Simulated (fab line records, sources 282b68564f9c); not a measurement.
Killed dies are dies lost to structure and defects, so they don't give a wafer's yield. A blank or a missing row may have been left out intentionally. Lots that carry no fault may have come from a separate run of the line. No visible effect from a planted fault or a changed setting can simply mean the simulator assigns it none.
Which tool was responsible? | flow rit-cmos | 42 wafers from 14 lots sampled at 3 of the route's 202 steps

WHAT EACH GAUGE READ, for each wafer
RIT_WELLDRIVE_RS_MEAS_02: measurement is done with a four-point probe. Usual: PWELL_RS gives 428.9 ohm/sq (standard deviation 1).
lot  | measured    | on            | PWELL_RS (ohm/sq) | flag
L733 | day 2 12:25 | film-metro-04 | 429.1 428.5 427.9 |
L734 | day 2 19:37 | film-metro-03 | 430.6 430.5 429.7 |
L735 | day 3 03:42 | film-metro-02 | 428.0 428.7 428.1 |
L738 | day 3 14:42 | film-metro-03 | 429.5 430.7 429.8 |
L740 | day 3 21:32 | film-metro-04 | 429.0 429.6 429.4 |
L741 | day 4 03:26 | film-metro-03 | 428.5 430.3 429.1 |
L742 | day 4 07:01 | film-metro-04 | 426.4 428.1 425.7 |
L744 | day 4 17:13 | film-metro-04 | 428.9 429.3 429.2 |
L746 | day 5 02:11 | film-metro-03 | 416.3 417.0 416.7 | OFF
L747 | day 5 08:07 | film-metro-04 | 417.6 418.5 417.4 | OFF
L748 | day 5 13:01 | film-metro-04 | 428.0 427.9 427.7 |
L753 | day 6 12:41 | film-metro-04 | 428.2 427.3 428.0 |
L754 | day 6 18:56 | film-metro-04 | 430.9 430.7 429.7 |
L755 | day 6 22:50 | film-metro-03 | 429.5 428.9 428.8 |

WHAT TOOL EACH LOT RAN ON (gives the tool, then ch and the chambers of the sampled wafers, and finally the start)
lot  | RIT_ACTIVE_STRIP_14                 | RIT_PWELL_IMPLANT_08
L733 | plasma-asher-01 ch 0,1, day 1 19:56 | implanter-03 ch 0, day 2 05:09
L734 | plasma-asher-04 ch 0,1, day 2 01:20 | implanter-04 ch 0, day 2 12:26
L735 | plasma-asher-01 ch 0,1, day 2 09:01 | implanter-03 ch 0, day 2 18:18
L738 | plasma-asher-02 ch 0,1, day 2 20:58 | implanter-03 ch 0, day 3 09:07
L740 | plasma-asher-01 ch 0,1, day 3 07:54 | implanter-03 ch 0, day 3 15:55
L741 | plasma-asher-04 ch 0,1, day 3 12:30 | implanter-03 ch 0, day 3 21:51
L742 | plasma-asher-01 ch 0,1, day 3 16:54 | implanter-01 ch 0, day 4 00:48
L744 | plasma-asher-02 ch 1, day 4 02:50   | implanter-01 ch 0, day 4 11:38
L746 | plasma-asher-02 ch 0,1, day 4 13:22 | implanter-03 ch 0, day 4 20:37
L747 | plasma-asher-01 ch 0, day 4 17:50   | implanter-03 ch 0, day 5 02:32
L748 | plasma-asher-02 ch 0,1, day 4 22:58 | implanter-01 ch 0, day 5 07:26
L753 | plasma-asher-02 ch 0, day 5 23:58   | implanter-01 ch 0, day 6 07:05
L754 | plasma-asher-04 ch 0,1, day 6 04:58 | implanter-04 ch 0, day 6 13:21
L755 | plasma-asher-02 ch 0,1, day 6 09:50 | implanter-01 ch 0, day 6 17:13
- RIT_ACTIVE_STRIP_14: strips in O2, time 180 s.
- RIT_PWELL_IMPLANT_08

AS READ BY THE TOOLS THEMSELVES (means over the sampled wafers that have a number; for cases with no such wafer, the mark the record gives instead)
RIT_ACTIVE_STRIP_14. Usual: drypump-motor-current-A reads 5.8 A (standard deviation 0.6).
lot  | tool            | drypump-motor-current-A (A) | flag
L733 | plasma-asher-01 | 6.3                         |
L734 | plasma-asher-04 | 6.0                         |
L735 | plasma-asher-01 | 6.3                         |
L738 | plasma-asher-02 | 5.2                         |
L740 | plasma-asher-01 | 6.3                         |
L741 | plasma-asher-04 | 6.3                         |
L742 | plasma-asher-01 | 6.3                         |
L744 | plasma-asher-02 | 5.0                         |
L746 | plasma-asher-02 | 5.1                         |
L747 | plasma-asher-01 | 6.3                         |
L748 | plasma-asher-02 | 5.2                         |
L753 | plasma-asher-02 | 5.3                         |
L754 | plasma-asher-04 | 6.0                         |
L755 | plasma-asher-02 | 5.1                         |

RIT_PWELL_IMPLANT_08. Usual: beam-energy-keV reads 170.02 (standard deviation 0.045).
lot  | tool         | beam-energy-keV | flag
L733 | implanter-03 | 170.01          |
L734 | implanter-04 | 170.03          |
L735 | implanter-03 | 170.02          |
L738 | implanter-03 | 169.99          |
L740 | implanter-03 | 170.00          |
L741 | implanter-03 | 170.02          |
L742 | implanter-01 | 170.00          |
L744 | implanter-01 | 170.02          |
L746 | implanter-03 | 221.07          | OFF
L747 | implanter-03 | 221.02          | OFF
L748 | implanter-01 | 170.01          |
L753 | implanter-01 | 169.97          |
L754 | implanter-04 | 170.04          |
L755 | implanter-01 | 170.03          |

THE ANSWER, worked out from the rows above alone
Rule: a lot is off if the mean of its wafers that have a number lies more than 3 standard deviations from the usual mean. A lot without any number at a reading at which 4 lots or more have one is off too. Any other lot the step has rows for is counted as sound. After the gauges, taken in route order, come the tools' own readings; for these a lot's mean is taken, as printed above. At the first step where some lot is off, the reading lying furthest off is the one used; lots without a number count as furthest.
Off: L746, L747, at RIT_WELLDRIVE_RS_MEAS_02 (PWELL_RS).
A tool fits if, at a process step before that reading, it ran every lot that is off, and no sound lot after the first of them. Not tried: the gauges at RIT_WELLDRIVE_RS_MEAS_02; whatever is off there is also off at RIT_PWELL_IMPLANT_08, on other tools, and gauge error can't account for it. One candidate fits, namely implanter-03 at RIT_PWELL_IMPLANT_08. A fault onset in the window from L741 (day 3 21:51, its last sound lot) to L746 (day 4 20:37, its first lot off) fits.
The tool's own readings at RIT_PWELL_IMPLANT_08 bear it out: on the lots that are off they differ by more than 5 times the standard deviation of the sound lots' means. beam-energy-keV reads 221.05 there against 170.01 on the sound lots.

WHAT THE SIMULATOR HAD INSERTED
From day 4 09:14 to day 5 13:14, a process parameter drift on implanter-03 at RIT_PWELL_IMPLANT_08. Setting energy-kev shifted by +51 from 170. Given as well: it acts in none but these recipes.
Shown lots that were struck: L746, L747. This agrees with what the rule above found.
